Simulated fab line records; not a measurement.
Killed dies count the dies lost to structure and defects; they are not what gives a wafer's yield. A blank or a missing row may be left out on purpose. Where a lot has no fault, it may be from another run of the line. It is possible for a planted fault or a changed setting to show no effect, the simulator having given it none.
Check of tool commonality + flow berkeley_cmos170 + Lots sampled 14, wafers sampled 48

== REASON IT WAS OPENED ==
At UCB170_SPACER_THK_MEAS_01 the reading SPACER_TEOS_THK is flagged on 2 of 14 lots. Fault-free wafers read 374 nm, with a standard deviation of 4.8.
Rule: a lot gets a flag if all its wafers with a number sit over 4 standard deviations from that mean, or if no wafer of it has a number. All remaining lots are regarded as sound.

| lot  | measured     | on            | SPACER_TEOS_THK (nm), wafer by wafer | flag    |
|------|--------------|---------------|--------------------------------------|---------|
| L349 | day 6 07:10  | film_metro-03 | 368 372 370                          |         |
| L351 | day 6 13:36  | film_metro-02 | 378 371 380                          |         |
| L355 | day 7 14:33  | film_metro-01 | 371 382 372                          |         |
| L356 | day 7 14:34  | film_metro-02 | 327 322 328 328 322 328              | FLAGGED |
| L358 | day 8 15:14  | film_metro-02 | 369 381 378                          |         |
| L360 | day 8 15:36  | film_metro-03 | 322 324 323 322 324 323              | FLAGGED |
| L362 | day 9 05:11  | film_metro-02 | 378 381 383                          |         |
| L363 | day 9 08:01  | film_metro-02 | 372 370 378                          |         |
| L364 | day 9 08:23  | film_metro-02 | 373 373 380                          |         |
| L367 | day 9 16:52  | film_metro-02 | 365 372 378                          |         |
| L368 | day 10 15:04 | film_metro-02 | 372 377 382                          |         |
| L369 | day 10 15:19 | film_metro-01 | 364 368 373                          |         |
| L370 | day 10 19:29 | film_metro-02 | 371 373 381                          |         |
| L372 | day 11 03:36 | film_metro-02 | 370 373 376                          |         |
Average over the flagged lots: 324 nm; offset from the usual -50 nm, equal to -10 standard deviations.

== WHICH TOOL RAN EACH LOT ==
The record holds 1 process step before the reading, out of a route of 331 steps. In each cell: the tool, then ch and the chambers that the sampled wafers went through, then the start.
| lot  | flag    | UCB170_SPACER_CVD_00           |
|------|---------|--------------------------------|
| L349 |         | pecvd-03 ch 0,1, day 6 07:08   |
| L351 |         | pecvd-03 ch 0,1,2, day 6 13:34 |
| L355 |         | pecvd-01 ch 1,2, day 7 14:31   |
| L356 | FLAGGED | pecvd-03 ch 0,1, day 7 14:31   |
| L358 |         | pecvd-01 ch 1,2, day 8 15:11   |
| L360 | FLAGGED | pecvd-03 ch 0,1,2, day 8 15:32 |
| L362 |         | pecvd-01 ch 1,2, day 9 05:08   |
| L363 |         | pecvd-02 ch 0,1,2, day 9 07:59 |
| L364 |         | pecvd-01 ch 0,2, day 9 08:20   |
| L367 |         | pecvd-02 ch 1,2, day 9 16:49   |
| L368 |         | pecvd-01 ch 0,2, day 10 14:59  |
| L369 |         | pecvd-02 ch 0,1, day 10 15:16  |
| L370 |         | pecvd-01 ch 0,2, day 10 19:27  |
| L372 |         | pecvd-01 ch 0,2, day 11 03:32  |
These steps, and what they do:
- UCB170_SPACER_CVD_00: deposits SiO2 from TEOS/O2, target thk 376 nm, time 47 s.
- UCB170_SPACER_THK_MEAS_01

== FLAGGED AGAINST TOTAL, ONE TOOL AT A TIME (gauges that did the reading follow at the end) ==
| step                      | tool          | lots run | flagged | share of the flagged lots | sound lots run after its first flagged lot  |
|---------------------------|---------------|----------|---------|---------------------------|---------------------------------------------|
| UCB170_SPACER_CVD_00      | pecvd-01      | 7        | 0       | none                      | -                                           |
| UCB170_SPACER_CVD_00      | pecvd-02      | 3        | 0       | none                      | -                                           |
| UCB170_SPACER_CVD_00      | pecvd-03      | 4        | 2       | all                       | 0                                           |
| UCB170_SPACER_THK_MEAS_01 | film_metro-01 | 2        | 0       | none                      | -                                           |
| UCB170_SPACER_THK_MEAS_01 | film_metro-02 | 10       | 1       | some                      | 8 (L358,L362,L363,L364,L367,L368,L370,L372) |
| UCB170_SPACER_THK_MEAS_01 | film_metro-03 | 2        | 1       | some                      | 0                                           |

== WHAT THE TABLE PERMITS ==
In the table, 1 row covers all flagged lots: pecvd-03 at UCB170_SPACER_CVD_00.
- pecvd-03 at UCB170_SPACER_CVD_00 ran 4 lots, 2 of them flagged. A fault beginning between L351 (day 6 13:34), its last sound lot, and L356 (day 7 14:31), its first flagged one, fits the data.
pecvd-03 at UCB170_SPACER_CVD_00 is the single tool remaining.

== WHAT THE SIMULATOR HAD PUT IN ==
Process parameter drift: pecvd-03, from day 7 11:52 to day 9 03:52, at UCB170_SPACER_CVD_00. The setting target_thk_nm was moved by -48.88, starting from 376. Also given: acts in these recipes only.
Struck lots among those shown: L356, L360. The rule above reached the same finding.
